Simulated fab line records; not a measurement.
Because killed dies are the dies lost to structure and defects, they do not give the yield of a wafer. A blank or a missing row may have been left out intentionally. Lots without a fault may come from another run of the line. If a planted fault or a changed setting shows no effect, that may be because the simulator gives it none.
2 desks, one fault | flow berkeley-cmos170 | what lay behind the numbers comes last; until then each desk has only its own

## TOOL OWNER'S DESK, pecvd-02
The tool's own readings at UCB170_V2_CVD_00 (deposits SiO2 from TEOS/O2, target thk 2000 nm, time 250 s): means of the sampled wafers that have a number, for each lot that ran on this tool. If a lot's mean is further than 4 standard deviations from the usual mean, the lot is out of limits and carries the mark OUT (the distance appears in the brackets).
Columns: A = heater-power-w at UCB170_V2_CVD_00, usual 238 W
lot  | first seen here | A
L220 | day 9 17:42     | 248
L223 | day 10 01:28    | 265
L224 | day 10 07:38    | 241
L226 | day 10 22:10    | 260
Finding of this desk: none of the 4 lots has anything out of limits.

## FROM THE METROLOGY DESK
What the gauges read, lot by lot, whatever tool the lot ran on: means of the sampled wafers that have a number. If a lot's mean is further than 4 standard deviations from the usual mean, the lot is out of limits and carries the mark OUT (the distance appears in the brackets).
Columns: A = NWELL_OVL at UCB170_NWELL_OVL_MEAS_12, usual -1 nm; B = V2_TEOS_THK at UCB170_V2_THK_MEAS_01, usual 2009 nm
lot  | first seen here | A  | B
L211 | day 2 08:07     | -8 | 1981
L213 | day 2 21:05     | 4  | 2005
L214 | day 3 02:49     | 6  | 2014
L216 | day 3 09:03     | -5 | 1978
L217 | day 4 00:36     | 7  | 1975
L218 | day 4 00:53     | -2 | 2032
L220 | day 4 06:47     | -2 | 2021
L223 | day 4 19:21     | -1 | 2021
L224 | day 5 03:30     | -4 | 2681 (+24) OUT
L226 | day 5 13:59     | 4  | 2680 (+24) OUT
L229 | day 6 02:10     | -1 | 1999
L231 | day 6 18:05     | -3 | 2000
L232 | day 7 02:15     | -6 | 1995
L233 | day 7 07:46     | -1 | 2024
Per this desk, out of limits: L224, L226; the first was L224, day 10 07:49 (V2_TEOS_THK at UCB170_V2_THK_MEAS_01). L211, L213, L214, L216, L217, L218, L220, L223, L229, L231, L232, L233: within limits.

## BROUGHT TOGETHER
The metrology desk could have raised an alarm at day 10 07:49, on L224, L226.
The tool owner's desk saw nothing out of limits.
On record at the tool owner's desk: L224, L226, within its limits.
The lots listed all ran UCB170_V2_CVD_00 on pecvd-02.

## WHAT HAD BEEN PUT IN BY THE SIMULATOR
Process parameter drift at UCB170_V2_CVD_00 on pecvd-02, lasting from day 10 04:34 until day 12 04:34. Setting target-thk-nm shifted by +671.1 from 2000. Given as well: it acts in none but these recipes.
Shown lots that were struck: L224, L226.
Per desk, hours elapsed from the start of the fault to the first reading out of limits: for the metrology desk, 3.
